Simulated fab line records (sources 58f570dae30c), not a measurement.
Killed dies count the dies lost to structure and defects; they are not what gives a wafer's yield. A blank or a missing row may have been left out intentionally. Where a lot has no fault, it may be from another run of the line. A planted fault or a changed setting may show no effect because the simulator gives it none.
A sampling plan put to the test -- flow berkeley_cmos170 -- one fab line, 32 faults that these records tell of, each judged on the records of the lots that it struck
The line's own looks make up the plan; these are the steps of the route where a gauge or inspection reads the wafer and leaves it unchanged. A look can be judged if struck wafers have a number there and the file gives its usual mean and standard deviation on fault-free wafers. Caught: 4 or more of those standard deviations (sigma) separate the usual mean from the mean of the struck wafers at a look after the fault's first step. On the tool: the identical test, applied to the tool's own readings at the steps of the fault. Also counted as caught: the struck wafers showing another recipe, or a record that is empty for them alone.

## THE FAULTS, as the simulator had put them in
1. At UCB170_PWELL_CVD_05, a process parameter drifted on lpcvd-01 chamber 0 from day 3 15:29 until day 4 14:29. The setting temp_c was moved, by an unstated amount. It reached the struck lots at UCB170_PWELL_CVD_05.
2. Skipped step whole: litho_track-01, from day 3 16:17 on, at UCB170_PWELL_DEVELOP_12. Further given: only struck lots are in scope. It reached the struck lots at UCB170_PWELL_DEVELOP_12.
3. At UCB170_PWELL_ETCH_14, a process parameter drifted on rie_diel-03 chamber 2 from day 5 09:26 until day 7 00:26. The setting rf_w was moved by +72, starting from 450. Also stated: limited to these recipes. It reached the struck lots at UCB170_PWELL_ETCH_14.
4. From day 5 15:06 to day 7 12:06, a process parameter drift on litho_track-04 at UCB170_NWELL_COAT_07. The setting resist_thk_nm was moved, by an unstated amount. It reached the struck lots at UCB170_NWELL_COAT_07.
5. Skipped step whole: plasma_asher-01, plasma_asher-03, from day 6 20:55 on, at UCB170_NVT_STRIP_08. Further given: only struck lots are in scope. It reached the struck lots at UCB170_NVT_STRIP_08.
6. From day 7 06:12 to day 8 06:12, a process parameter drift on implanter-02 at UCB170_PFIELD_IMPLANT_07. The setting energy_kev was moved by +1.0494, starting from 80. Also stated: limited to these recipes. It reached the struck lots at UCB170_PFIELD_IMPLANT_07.
7. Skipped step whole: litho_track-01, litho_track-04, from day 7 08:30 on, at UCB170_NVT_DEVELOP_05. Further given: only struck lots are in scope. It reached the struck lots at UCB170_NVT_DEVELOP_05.
8. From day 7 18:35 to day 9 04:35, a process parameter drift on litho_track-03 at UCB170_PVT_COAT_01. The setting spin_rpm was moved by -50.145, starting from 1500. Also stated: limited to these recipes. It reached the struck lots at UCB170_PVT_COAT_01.
9. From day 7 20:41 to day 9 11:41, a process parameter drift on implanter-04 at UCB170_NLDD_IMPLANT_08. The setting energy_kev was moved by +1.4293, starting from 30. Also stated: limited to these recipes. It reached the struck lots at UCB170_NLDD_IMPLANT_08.
10. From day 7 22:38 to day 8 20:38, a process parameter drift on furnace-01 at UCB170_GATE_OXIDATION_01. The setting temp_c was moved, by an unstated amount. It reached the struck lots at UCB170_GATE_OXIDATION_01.
11. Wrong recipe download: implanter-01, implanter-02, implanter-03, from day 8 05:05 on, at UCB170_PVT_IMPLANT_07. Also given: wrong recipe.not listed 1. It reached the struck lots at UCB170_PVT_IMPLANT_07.
12. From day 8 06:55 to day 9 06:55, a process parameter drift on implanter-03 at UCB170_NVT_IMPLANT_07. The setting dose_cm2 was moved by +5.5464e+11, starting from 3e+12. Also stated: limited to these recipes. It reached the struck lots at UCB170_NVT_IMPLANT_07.
13. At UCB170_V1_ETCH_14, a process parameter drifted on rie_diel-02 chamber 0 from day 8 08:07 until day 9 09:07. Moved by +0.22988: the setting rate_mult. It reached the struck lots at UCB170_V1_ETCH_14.
14. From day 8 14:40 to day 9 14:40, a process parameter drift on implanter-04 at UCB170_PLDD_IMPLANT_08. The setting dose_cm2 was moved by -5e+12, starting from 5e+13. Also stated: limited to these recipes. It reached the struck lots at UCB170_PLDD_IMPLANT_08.
15. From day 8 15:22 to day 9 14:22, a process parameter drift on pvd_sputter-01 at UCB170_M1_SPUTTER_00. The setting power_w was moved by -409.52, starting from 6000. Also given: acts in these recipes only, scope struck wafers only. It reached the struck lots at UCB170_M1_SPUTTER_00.
16. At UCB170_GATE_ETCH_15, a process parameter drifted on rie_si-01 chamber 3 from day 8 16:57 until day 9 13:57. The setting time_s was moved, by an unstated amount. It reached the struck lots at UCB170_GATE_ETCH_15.
17. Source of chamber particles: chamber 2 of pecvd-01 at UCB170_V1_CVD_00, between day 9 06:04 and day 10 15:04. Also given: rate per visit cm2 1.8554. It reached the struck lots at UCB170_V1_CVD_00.
18. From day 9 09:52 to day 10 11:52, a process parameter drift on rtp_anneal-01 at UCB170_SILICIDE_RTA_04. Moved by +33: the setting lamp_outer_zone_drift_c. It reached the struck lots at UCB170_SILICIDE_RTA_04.
19. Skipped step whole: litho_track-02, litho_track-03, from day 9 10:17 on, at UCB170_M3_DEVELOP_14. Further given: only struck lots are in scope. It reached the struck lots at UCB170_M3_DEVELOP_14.
20. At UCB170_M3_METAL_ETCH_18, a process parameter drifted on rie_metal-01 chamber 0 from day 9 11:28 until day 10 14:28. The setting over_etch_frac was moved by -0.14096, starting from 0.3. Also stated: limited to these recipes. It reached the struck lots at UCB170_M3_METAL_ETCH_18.
21. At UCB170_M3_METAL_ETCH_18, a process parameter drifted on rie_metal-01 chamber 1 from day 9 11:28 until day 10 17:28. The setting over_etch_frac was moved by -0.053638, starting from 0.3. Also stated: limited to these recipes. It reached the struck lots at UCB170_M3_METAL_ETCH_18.
22. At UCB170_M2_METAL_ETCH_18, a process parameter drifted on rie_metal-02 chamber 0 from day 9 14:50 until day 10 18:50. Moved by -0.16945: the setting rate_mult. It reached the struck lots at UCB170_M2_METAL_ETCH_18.
23. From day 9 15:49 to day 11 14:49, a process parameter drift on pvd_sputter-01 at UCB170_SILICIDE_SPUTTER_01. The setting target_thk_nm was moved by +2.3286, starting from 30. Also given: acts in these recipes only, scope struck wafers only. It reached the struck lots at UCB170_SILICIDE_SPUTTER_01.
24. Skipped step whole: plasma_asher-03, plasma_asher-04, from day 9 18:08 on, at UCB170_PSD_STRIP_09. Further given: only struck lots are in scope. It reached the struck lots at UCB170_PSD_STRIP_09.
25. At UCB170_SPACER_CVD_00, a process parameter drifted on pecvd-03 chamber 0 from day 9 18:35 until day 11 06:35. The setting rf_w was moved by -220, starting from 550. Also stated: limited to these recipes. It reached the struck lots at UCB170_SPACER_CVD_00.
26. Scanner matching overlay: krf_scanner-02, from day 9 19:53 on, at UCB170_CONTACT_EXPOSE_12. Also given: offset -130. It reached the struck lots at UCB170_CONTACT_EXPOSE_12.
27. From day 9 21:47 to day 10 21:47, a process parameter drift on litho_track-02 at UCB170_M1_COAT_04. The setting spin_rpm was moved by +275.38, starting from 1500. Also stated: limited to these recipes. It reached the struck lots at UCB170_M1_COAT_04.
28. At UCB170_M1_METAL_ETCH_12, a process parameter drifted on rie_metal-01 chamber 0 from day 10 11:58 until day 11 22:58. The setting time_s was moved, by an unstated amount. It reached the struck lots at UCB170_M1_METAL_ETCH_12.
29. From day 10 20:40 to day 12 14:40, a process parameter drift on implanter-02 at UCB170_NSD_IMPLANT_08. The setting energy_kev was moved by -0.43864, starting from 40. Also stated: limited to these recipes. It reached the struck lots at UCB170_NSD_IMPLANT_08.
30. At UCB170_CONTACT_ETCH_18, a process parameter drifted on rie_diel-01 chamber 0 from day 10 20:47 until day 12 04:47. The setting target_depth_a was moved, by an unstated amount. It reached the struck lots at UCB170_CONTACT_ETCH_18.
31. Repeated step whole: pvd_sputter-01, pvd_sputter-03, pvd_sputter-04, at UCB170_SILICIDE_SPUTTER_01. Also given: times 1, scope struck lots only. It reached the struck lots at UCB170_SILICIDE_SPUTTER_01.
32. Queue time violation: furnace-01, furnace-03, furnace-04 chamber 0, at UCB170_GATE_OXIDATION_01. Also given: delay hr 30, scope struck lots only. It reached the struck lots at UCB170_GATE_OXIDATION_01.

## WHAT THE PLAN SAW
fault,on the tool itself,first look that catches it,"reading, sigma",median hours from its first step to that look,hours from the fault's start to the first struck lot there,judged looks passed uncaught
1,susceptor_temp_C +99 or beyond sigma,UCB170_PWELL_THK_MEAS_06,PWELL_NITRIDE_THK +67,1.9,6,0
2,no reading that can be judged,no look after it can be judged,-,-,-,0
3,rf_fwd_power_W +48 sigma,no look after it can be judged,-,-,-,0
4,under 2 sigma,none of the 3 looks that can be judged after it,-,-,-,3
5,the tool's record is blank for the struck wafers,UCB170_PVT_TW_MEAS_09,PVT_TW -99 or beyond,1.6,2,0
6,beam_energy_keV +44 sigma,no look after it can be judged,-,-,-,0
7,no reading that can be judged,no look after it can be judged,-,-,-,0
8,spin_speed_rpm -44 sigma,none of the 2 looks that can be judged after it,-,-,-,2
9,beam_energy_keV +99 or beyond sigma,not the one look that can be judged after it,"strongest: NLDD_RS at UCB170_SDANNEAL_RS_MEAS_05, -3.0",-,-,1
10,tube_center_temp_C -99 or beyond sigma,UCB170_GATE_THK_MEAS_02,GATE_OXIDE_THK -11,1.5,11,0
11,no reading that can be judged,UCB170_PVT_TW_MEAS_09,PVT_TW +66,0.2,0,0
12,dose_ions_cm2 +99 or beyond sigma,UCB170_NVT_TW_MEAS_09,NVT_TW +12,0.2,4,0
13,under 2 sigma,not the one look that can be judged after it,-,-,-,1
14,dose_ions_cm2 -91 sigma,UCB170_SDANNEAL_RS_MEAS_04,PLDD_RS +15,13.5,19,1
15,cathode_dc_power_W -99 or beyond sigma,UCB170_M1_RS_MEAS_01,M1_AL_RS +8.4,0.1,8,0
16,run_length_s +6.0 sigma,no look after it can be judged,-,-,-,0
17,under 2 sigma,none of the 8 looks that can be judged after it,-,-,-,8
18,under 2 sigma,none of the 6 looks that can be judged after it,-,-,-,6
19,no reading that can be judged,no look after it can be judged,-,-,-,0
20,oes_product_au +6.0 sigma,no look after it can be judged,-,-,-,0
21,under 2 sigma,no look after it can be judged,-,-,-,0
22,under 2 sigma,not the one look that can be judged after it,"strongest: cd_nm at UCB170_M2_CD_MEAS_90, +2.8",-,-,1
23,under 2 sigma,UCB170_SILICIDE_RS_MEAS_02,SILICIDE_TI_RS -6.6,0.0,6,0
24,the tool's record is blank for the struck wafers,UCB170_NSD_TW_MEAS_10,NSD_TW -99 or beyond,2.4,2,0
25,rf_fwd_power_W -99 or beyond sigma,UCB170_SPACER_THK_MEAS_01,SPACER_TEOS_THK -12,0.0,16,0
26,under 2 sigma,UCB170_CONTACT_OVL_MEAS_16,CONTACT_OVL -24,0.7,7,0
27,spin_speed_rpm +99 or beyond sigma,not the one look that can be judged after it,-,-,-,1
28,run_length_s -22 sigma,no look after it can be judged,-,-,-,0
29,beam_energy_keV -35 sigma,no look after it can be judged,-,-,-,0
30,only faintly: oes_product_au -2.9 sigma,no look after it can be judged,-,-,-,0
31,under 2 sigma,UCB170_SILICIDE_RS_MEAS_02,SILICIDE_TI_RS -42,0.2,-,0
32,under 2 sigma,not the one look that can be judged after it,-,-,-,1
A dash: this means the fault isn't caught or the number doesn't appear in these records.

Caught at a look: 12 of 32. Caught on the tool: 17 of 32. By one or the other: 21 of 32.
Caught on the tool alone: faults 3, 6, 8, 9, 16, 20, 27, 28, 29.
Caught at a look alone: faults 11, 23, 26, 31.
Caught by neither: faults 2, 4, 7, 13, 17, 18, 19, 21, 22, 30, 32.

## THINNER SAMPLING
In the worst case, this is how late the first struck lot would be measured if the look that catches a fault measured only every second or every third lot, by lot number:
fault,"struck lots at that look, in order of time",every lot,every second lot,every third lot
1,"L470, L469",6 h,8 h,may miss all 2
5,"L738, L735",2 h,2 h,may miss all 2
10,"L106, L107, L108",11 h,11 h,11 h
11,"L388, L389, L387, L390",0 h,0 h,1 h
12,"L413, L416",4 h,22 h,may miss all 2
14,"L612, L613",19 h,26 h,may miss all 2
15,"L631, L632",8 h,11 h,may miss all 2
23,"L260, L263",6 h,28 h,may miss all 2
24,"L725, L727, L728",2 h,14 h,may miss all 3
25,L324,16 h,may miss it,may miss it
26,"L133, L136",7 h,21 h,may miss all 2
Hours count from the start of the fault until the first struck lot that is measured. The limit of 4 sigma was tested on all struck wafers together, so one lot alone may lie under it. Other struck lots may not be in these records.

## THE LONGEST TIMED WAY FROM STEP TO LOOK
In fault 14, a median of 13.5 hours elapses between UCB170_PLDD_IMPLANT_08 and UCB170_SDANNEAL_RS_MEAS_04. The look between them that can be judged stayed within 4 sigma: UCB170_PLDD_TW_MEAS_11.
